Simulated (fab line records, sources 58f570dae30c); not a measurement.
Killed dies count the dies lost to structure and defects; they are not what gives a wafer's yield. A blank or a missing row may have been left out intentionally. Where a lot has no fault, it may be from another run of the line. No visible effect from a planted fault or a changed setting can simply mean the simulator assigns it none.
Which tool did it?	flow berkeley cmos170	at 1 step of a route of 331, 15 lots with 45 wafers sampled

WHAT EACH GAUGE READ, for each wafer
No reading from a measuring or inspecting step in the record can be judged against a usual standard deviation.

WHAT TOOL EACH LOT RAN ON (gives the tool, then ch and the chambers of the sampled wafers, and finally the start)
lot	UCB170_PVT_PEB_04
L149	litho track-01 ch 0, day 6 12:55
L151	litho track-01 ch 0, day 7 02:26
L156	litho track-02 ch 0, day 7 19:20
L155	litho track-02 ch 0, day 7 20:08
L154	litho track-02 ch 0, day 7 20:00
L159	litho track-04 ch 0, day 8 03:49
L158	litho track-02 ch 0, day 8 04:32
L160	litho track-01 ch 0, day 8 19:22
L162	litho track-02 ch 0, day 9 04:10
L163	litho track-02 ch 0, day 9 15:29
L164	litho track-01, day 9 15:43
L165	litho track-01, day 10 04:34
L166	litho track-01, day 10 04:50
L167	litho track-01 ch 0, day 10 16:19
L172	litho track-02 ch 0, day 11 02:23
- UCB170_PVT_PEB_04

WHAT THE TOOLS THEMSELVES READ (means of the sampled wafers that have a number; where no wafer has one, the mark that the record gives instead)
UCB170_PVT_PEB_04. Usual: chill plate temp C 23.00 C, standard deviation 0.12; exhaust pa 45.1 Pa, standard deviation 0.94.
lot	tool	chill plate temp C (C)	exhaust pa (Pa)	flag
L149	litho track-01	23.03	45.1	
L151	litho track-01	23.13	44.5	
L156	litho track-02	23.00	44.9	
L155	litho track-02	22.83	45.4	
L154	litho track-02	22.82	44.3	
L159	litho track-04	23.03	45.1	
L158	litho track-02	23.06	44.5	
L160	litho track-01	22.81	44.4	
L162	litho track-02	23.01	45.4	
L163	litho track-02	22.91	45.1	
L164	litho track-01	-	-	OFF
L165	litho track-01	-	-	OFF
L166	litho track-01	-	-	OFF
L167	litho track-01	22.91	44.6	
L172	litho track-02	23.10	45.7	

THE ANSWER, worked out from the rows above alone
Rule: lot off if the mean of its wafers having a number is beyond 3 standard deviations from the usual mean. Also off: a lot with no number at a reading for which 4 or more lots have one. Where the step has rows for the other lots, those lots are counted as sound. Order of review: gauges by route order, followed by the tools' own readings, for which a lot's mean as printed above is used. At the first step where some lot is off, the reading lying furthest off is the one used; lots without a number count as furthest.
Off: L164, L165, L166, at UCB170_PVT_PEB_04 (chill plate temp C). Without a number there: L164, L165, L166.
If a tool, at that step or one of the process steps before it, ran each lot that is off and ran no sound lot following the first of them, it fits. None of those tried fits.

WHAT HAD BEEN PUT IN BY THE SIMULATOR
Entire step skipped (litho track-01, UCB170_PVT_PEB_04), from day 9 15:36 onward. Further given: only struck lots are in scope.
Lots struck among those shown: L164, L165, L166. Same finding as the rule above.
